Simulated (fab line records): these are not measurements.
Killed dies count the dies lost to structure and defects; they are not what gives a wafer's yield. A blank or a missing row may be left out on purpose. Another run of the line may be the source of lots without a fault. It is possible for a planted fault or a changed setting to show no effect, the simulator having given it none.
What tool caused it? -- flow berkeley_cmos170 -- 7 lots, 21 wafers sampled, at 3 steps of a route of 331

== WHAT THE GAUGES SHOWED, per wafer ==
UCB170_PVT_TW_MEAS_09.
lot,measured,on,PVT_TW
L476,day 6 23:47,film_metro-04,515 516 514
L477,day 7 00:37,film_metro-02,502 505 503
L480,day 8 05:37,film_metro-02,502 503 502
L482,day 8 15:44,film_metro-02,466 468 467
L487,day 9 19:14,film_metro-02,464 463 463
L494,day 11 09:50,film_metro-04,510 508 508
L497,day 11 10:35,film_metro-02,502 504 505

== WHICH TOOL RAN EACH LOT (tool, then ch and the chambers of the sampled wafers, then the start) ==
lot,UCB170_PFIELD_STRIP_08,UCB170_PVT_IMPLANT_07
L476,"plasma_asher-02 ch 0,1, day 5 06:07","implanter-04 ch 0, day 6 23:32"
L477,"plasma_asher-01 ch 0,1, day 5 12:36","implanter-04 ch 0, day 7 00:22"
L480,"plasma_asher-01 ch 0,1, day 6 20:26","implanter-04 ch 0, day 8 05:22"
L482,"plasma_asher-02 ch 0,1, day 7 03:14","implanter-04 ch 0, day 8 15:29"
L487,"plasma_asher-01 ch 0,1, day 7 19:43","implanter-04 ch 0, day 9 19:00"
L494,"plasma_asher-02 ch 0,1, day 9 16:59","implanter-02 ch 0, day 11 09:35"
L497,"plasma_asher-04 ch 0,1, day 9 17:16","implanter-01 ch 0, day 11 10:19"
- UCB170_PFIELD_STRIP_08: strips in O2.
- UCB170_PVT_IMPLANT_07

== THE ANSWER, worked out from the rows above alone ==
Rule: usual is defined by the lots themselves. Put in order of their means at a reading, lots are off if they are a third of the lots or fewer, leave a main group of 4 or more, and stand apart from it by a gap of 3 or more times the standard deviation of the main group's means; of several such gaps the widest counts. A main group whose means are all the same, to the digits that the tables above print for the reading, isn't used. A lot without any number at a reading at which 4 lots or more have one is off too. The other lots that the step has rows for count as sound.
Off: L482, L487, at UCB170_PVT_TW_MEAS_09 (PVT_TW). For the main group the mean is 507 and the standard deviation 4.7.
A tool fits if, at a process step before that reading, it ran every lot that is off, and no sound lot after the first of them. Those tools and the gauges at UCB170_PVT_TW_MEAS_09 are tried in the same way. One fits: implanter-04 at UCB170_PVT_IMPLANT_07. A fault onset in the window from L480 (day 8 05:22, its last sound lot) to L482 (day 8 15:29, its first lot off) fits.

== WHAT HAD BEEN PUT IN BY THE SIMULATOR ==
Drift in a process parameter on implanter-04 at UCB170_PVT_IMPLANT_07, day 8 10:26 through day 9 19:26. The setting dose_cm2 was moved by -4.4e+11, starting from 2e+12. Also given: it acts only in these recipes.
Lots struck among those shown: L482, L487. This agrees with what the rule above found.
